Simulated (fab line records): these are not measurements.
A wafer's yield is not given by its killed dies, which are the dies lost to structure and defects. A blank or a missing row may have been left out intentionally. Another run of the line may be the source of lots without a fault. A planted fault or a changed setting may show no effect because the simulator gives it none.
One fault seen from 2 desks	flow rit-cmos	only its own numbers are on each desk; what lay behind them is given at the end

## THE TOOL OWNER'S DESK: furnace-03
The tool's own readings at RIT_REOX_OXIDATION_03 (target thk 25.2 nm, ox time 5580 s): means of the sampled wafers that have a number, for each lot that ran on this tool. If a lot's mean is further than 4 standard deviations from the usual mean, the lot is out of limits and carries the mark OUT (the distance appears in the brackets).
Columns: A = spike-tc-centre-C at RIT_REOX_OXIDATION_03, usual 902.5 C; B = spike-tc-load-C at RIT_REOX_OXIDATION_03, usual 924.1 C; C = spike-tc-source-C at RIT_REOX_OXIDATION_03, usual 923.6 C; D = tube-center-temp-C at RIT_REOX_OXIDATION_03, usual 899.99 C; E = tube_center_temp_C_max at RIT_REOX_OXIDATION_03, usual 902.3; F = zone-power-centre-pct at RIT_REOX_OXIDATION_03, usual 42.6 %; G = zone-power-source-pct at RIT_REOX_OXIDATION_03, usual 25.7 %
lot	first seen here	A	B	C	D	E	F	G
L533	day 3 02:39	900.2	926.3	923.3	900.04	902.7	42.9	25.4
L534	day 3 05:21	899.3	924.9	923.0	900.04	902.4	42.9	25.3
L537	day 3 19:40	900.0	926.4	923.4	900.05	902.4	43.1	25.5
L540	day 4 12:02	900.6	925.4	924.1	899.96	902.2	42.4	25.2
L541	day 4 16:05	900.3	927.0	923.6	899.97	902.0	42.7	25.7
L552	day 6 23:27	864.8 (-18) OUT	889.2 (-17) OUT	887.0 (-24) OUT	864.17 (-99 or more) OUT	866.4 (-94) OUT	40.9	23.4
L553	day 7 03:38	864.0 (-18) OUT	890.4 (-16) OUT	887.0 (-24) OUT	864.25 (-99 or more) OUT	866.8 (-94) OUT	41.5	23.3
Finding of this desk: L552, L553 out of limits; the first was L552 at day 6 23:27, on spike-tc-centre-C at RIT_REOX_OXIDATION_03. In limits: L533, L534, L537, L540, L541.

## THE METROLOGY DESK
What the gauges read for every lot (on any tool): the sampled wafers with a number, averaged. If a lot's mean is further than 4 standard deviations from the usual mean, the lot is out of limits and carries the mark OUT (the distance appears in the brackets).
Columns: A = INCOMING_BOW at RIT_ACTIVE_BOW_MEAS_00, usual -1 um; B = REOX_OXIDE_THK at RIT_REOX_THK_MEAS_04, usual 25.1 nm; C = PSD_RS at RIT_SDANNEAL_RS_MEAS_04, usual 116.0 ohm/sq
lot	first seen here	A	B	C
L531	day 1 10:01	0	25.9	116.2
L532	day 1 15:02	-4	25.3	116.1
L533	day 1 20:01	-6	25.0	116.2
L534	day 2 01:01	-3	24.4	116.5
L535	day 2 06:00	-1	25.5	115.8
L536	day 2 11:00	-2	25.8	115.7
L537	day 2 16:01	0	25.1	115.5
L538	day 2 21:04	-3	25.3	116.5
L539	day 3 02:01	3	25.4	116.2
L540	day 3 07:00	-1	24.3	116.3
L541	day 3 12:00	11	24.4	116.1
L547	day 4 18:02	4	24.7	115.9
L552	day 5 19:00	0	16.6 (-16) OUT	115.9
L553	day 6 00:00	1	16.4 (-16) OUT	116.0
Finding of this desk: L552, L553 out of limits, first seen on L552 at day 7 02:00 (REOX_OXIDE_THK at RIT_REOX_THK_MEAS_04). In limits: L531, L532, L533, L534, L535, L536, L537, L538, L539, L540, L541, L547.

## PUT TOGETHER
On L552, L553, at day 6 23:27, an alarm was possible from the tool owner's desk.
The metrology desk could have raised an alarm at day 7 02:00, on L552, L553.
On furnace-03, each named lot ran RIT_REOX_OXIDATION_03.

## WHAT HAD BEEN PUT IN BY THE SIMULATOR
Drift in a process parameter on furnace-03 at RIT_REOX_OXIDATION_03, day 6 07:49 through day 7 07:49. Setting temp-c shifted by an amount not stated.
Lots struck among those shown: L552, L553.
Delay (hours) between the fault's onset and each desk's first out-of-limits reading: 16 at the tool owner's desk, 18 at the metrology desk.
